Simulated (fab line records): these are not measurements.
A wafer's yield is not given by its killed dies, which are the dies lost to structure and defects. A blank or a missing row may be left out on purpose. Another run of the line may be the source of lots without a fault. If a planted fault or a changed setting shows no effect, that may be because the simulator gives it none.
Chamber matching	flow berkeley cmos170	UCB170_V2_ETCH_14 on rie diel-03 has 4 sister chambers
The step etches SiO2 in CHF3/CF4/Ar, stops on Al, target depth 1250 nm, time 291 s. 4 wafers are shown with their chamber, then 10 later ones without.

## WAFERS PAIRED WITH THEIR CHAMBERS
wafer	chamber	drypump motor current A (A)
L237.6	0	5.5
L240.1	2	5.8
L246.1	3	6.2
L246.2	1	4.7

## WAFERS WITH NO CHAMBER GIVEN
wafer	drypump motor current A (A)
L246.6	5.7
L245.1	4.7
L245.3	5.5
L245.5	5.7
L252.3	5.5
L252.5	5.7
L252.6	6.2
L251.3	4.7
L251.5	5.5
L251.6	6.2

## CHAMBER TAKEN BY EACH
wafer	from the rows above	in truth
L246.6	can't be placed: 2 or 0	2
L245.1	1	1
L245.3	0	0
L245.5	can't be placed: 2 or 0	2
L252.3	0	0
L252.5	can't be placed: 2 or 0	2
L252.6	3	3
L251.3	1	1
L251.5	0	0
L251.6	3	3
Correctly placed: 7 of 10. These rows do not allow placing 3 (true chamber among the candidates in 3). Wrongly placed: 0.
How it was worked out, from the rows above alone: a wafer's distance from a chamber is the root of the sum, over the readings, of the square of ((its reading less the chamber's mean) divided by the reading's scatter). If the next closest chamber is less than 2 further off than the closest, the wafer can't be placed; otherwise it belongs to the closest. For every chamber, the mean is computed from those of its wafers that are shown. The scatter: with one shown wafer a chamber, the root of the mean of the squares of how far each hidden wafer lies from its nearest shown one.
